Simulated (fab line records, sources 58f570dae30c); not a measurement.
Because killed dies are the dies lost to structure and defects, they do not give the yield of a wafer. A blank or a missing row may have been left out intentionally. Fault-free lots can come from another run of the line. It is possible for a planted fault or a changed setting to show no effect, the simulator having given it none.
Split-lot experiment || flow berkeley_cmos170 || 23 wafers read across 5 lots, on a route 331 steps long

ABOUT THE SPLIT
At UCB170_PFIELD_IMPLANT_07, the setting dose_cm2 was moved away from the recipe's 2e+13 on 12 of the 23 wafers read, by -7.0% to +6.7%. All remaining wafers had this setting at the recipe value.

FROM THE SPLIT ON TO THE READING: in between, the file shows 1 step
- UCB170_PFIELD_STRIP_08: strips in O2

THE READING
PFIELD_TW, at UCB170_PFIELD_TW_MEAS_09. Typical for fault-free wafers on this fab line: 601, with standard deviation 4.4.

{"wafer": "L074.1", "tool, chamber at the split": "implanter-01, 0", "dose_cm2 as run": 1.861e+13, "against the recipe": "-7.0%", "PFIELD_TW": 585, "against lot-mates on the recipe": -10}
{"wafer": "L074.2", "tool, chamber at the split": "implanter-01, 0", "dose_cm2 as run": 2e+13, "against the recipe": "recipe", "PFIELD_TW": 595, "against lot-mates on the recipe": "-"}
{"wafer": "L074.3", "tool, chamber at the split": "implanter-01, 0", "dose_cm2 as run": 2e+13, "against the recipe": "recipe", "PFIELD_TW": 595, "against lot-mates on the recipe": "-"}
{"wafer": "L074.5", "tool, chamber at the split": "implanter-01, 0", "dose_cm2 as run": 1.861e+13, "against the recipe": "-7.0%", "PFIELD_TW": 585, "against lot-mates on the recipe": -10}
{"wafer": "L074.6", "tool, chamber at the split": "implanter-01, 0", "dose_cm2 as run": 1.861e+13, "against the recipe": "-7.0%", "PFIELD_TW": 585, "against lot-mates on the recipe": -10}
{"wafer": "L075.1", "tool, chamber at the split": "implanter-04, 0", "dose_cm2 as run": 1.869e+13, "against the recipe": "-6.6%", "PFIELD_TW": 586, "against lot-mates on the recipe": -13}
{"wafer": "L075.2", "tool, chamber at the split": "implanter-04, 0", "dose_cm2 as run": 1.869e+13, "against the recipe": "-6.6%", "PFIELD_TW": 586, "against lot-mates on the recipe": -13}
{"wafer": "L075.4", "tool, chamber at the split": "implanter-04, 0", "dose_cm2 as run": 2e+13, "against the recipe": "recipe", "PFIELD_TW": 599, "against lot-mates on the recipe": "-"}
{"wafer": "L075.5", "tool, chamber at the split": "implanter-04, 0", "dose_cm2 as run": 2e+13, "against the recipe": "recipe", "PFIELD_TW": 599, "against lot-mates on the recipe": "-"}
{"wafer": "L075.6", "tool, chamber at the split": "implanter-04, 0", "dose_cm2 as run": 1.869e+13, "against the recipe": "-6.6%", "PFIELD_TW": 584, "against lot-mates on the recipe": -15}
{"wafer": "L079.2", "tool, chamber at the split": "implanter-01, 0", "dose_cm2 as run": 2e+13, "against the recipe": "recipe", "PFIELD_TW": 606, "against lot-mates on the recipe": "-"}
{"wafer": "L079.3", "tool, chamber at the split": "implanter-01, 0", "dose_cm2 as run": 2e+13, "against the recipe": "recipe", "PFIELD_TW": 604, "against lot-mates on the recipe": "-"}
{"wafer": "L079.4", "tool, chamber at the split": "implanter-01, 0", "dose_cm2 as run": 2e+13, "against the recipe": "recipe", "PFIELD_TW": 603, "against lot-mates on the recipe": "-"}
{"wafer": "L081.1", "tool, chamber at the split": "implanter-01, 0", "dose_cm2 as run": 2.043e+13, "against the recipe": "+2.2%", "PFIELD_TW": 602, "against lot-mates on the recipe": "+4"}
{"wafer": "L081.2", "tool, chamber at the split": "implanter-01, 0", "dose_cm2 as run": 2e+13, "against the recipe": "recipe", "PFIELD_TW": 599, "against lot-mates on the recipe": "-"}
{"wafer": "L081.3", "tool, chamber at the split": "implanter-01, 0", "dose_cm2 as run": 2.043e+13, "against the recipe": "+2.2%", "PFIELD_TW": 600, "against lot-mates on the recipe": "+2"}
{"wafer": "L081.4", "tool, chamber at the split": "implanter-01, 0", "dose_cm2 as run": 2e+13, "against the recipe": "recipe", "PFIELD_TW": 596, "against lot-mates on the recipe": "-"}
{"wafer": "L081.6", "tool, chamber at the split": "implanter-01, 0", "dose_cm2 as run": 2.043e+13, "against the recipe": "+2.2%", "PFIELD_TW": 600, "against lot-mates on the recipe": "+2"}
{"wafer": "L082.1", "tool, chamber at the split": "implanter-04, 0", "dose_cm2 as run": 2e+13, "against the recipe": "recipe", "PFIELD_TW": 609, "against lot-mates on the recipe": "-"}
{"wafer": "L082.2", "tool, chamber at the split": "implanter-04, 0", "dose_cm2 as run": 2.135e+13, "against the recipe": "+6.7%", "PFIELD_TW": 621, "against lot-mates on the recipe": "+14"}
{"wafer": "L082.3", "tool, chamber at the split": "implanter-04, 0", "dose_cm2 as run": 2.135e+13, "against the recipe": "+6.7%", "PFIELD_TW": 621, "against lot-mates on the recipe": "+14"}
{"wafer": "L082.4", "tool, chamber at the split": "implanter-04, 0", "dose_cm2 as run": 2e+13, "against the recipe": "recipe", "PFIELD_TW": 606, "against lot-mates on the recipe": "-"}
{"wafer": "L082.6", "tool, chamber at the split": "implanter-04, 0", "dose_cm2 as run": 2.135e+13, "against the recipe": "+6.7%", "PFIELD_TW": 618, "against lot-mates on the recipe": "+10"}

THE FIT
A straight line over all 23 wafers: PFIELD_TW changes by +2.41 for each +1% of dose_cm2; r = +0.93; the points scatter about the line by 4.1.
The same after taking each lot's own level away (the mean of its wafers on the recipe; 23 wafers): +1.77 for each +1%; r = +0.98; scatter 1.6.
According to that fit, moving dose_cm2 by its largest amount changes the reading by 12.
The span of the lots' own levels, 595.0 to 607.5, comes to 2.8 times the standard deviation stated above.
In other words, the slope is changed by the lot-to-lot level; the two fits disagree.
Check: for one of the wafers moved furthest among these (-7.0%), held out of the fit, the line's prediction against its lot-mates is -12.7. It came out at -10 against them.

THE OTHER SPLITS THESE WAFERS WENT THROUGH
Note: prior to the reading, these wafers also went through further splits. Each is held against what the fit with the lots' levels taken away leaves over:
{"other split on the same wafers": "UCB170_START_OXIDATION_02 ox_time_s", "wafers away from the commonest value": 15, "r with PFIELD_TW (lot level and that fit taken away)": -0.36}
{"other split on the same wafers": "UCB170_ZERO_COAT_01 spin_rpm", "wafers away from the commonest value": 8, "r with PFIELD_TW (lot level and that fit taken away)": -0.57}
{"other split on the same wafers": "UCB170_NWELL_IMPLANT_14 energy_kev", "wafers away from the commonest value": 6, "r with PFIELD_TW (lot level and that fit taken away)": -0.36}
{"other split on the same wafers": "UCB170_ACTIVE_PEB_11 peb_temp_c", "wafers away from the commonest value": 9, "r with PFIELD_TW (lot level and that fit taken away)": -0.01}

FILE'S OWN FIT
PFIELD_TW changes by +1.73 for each +1% of dose_cm2, r = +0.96.
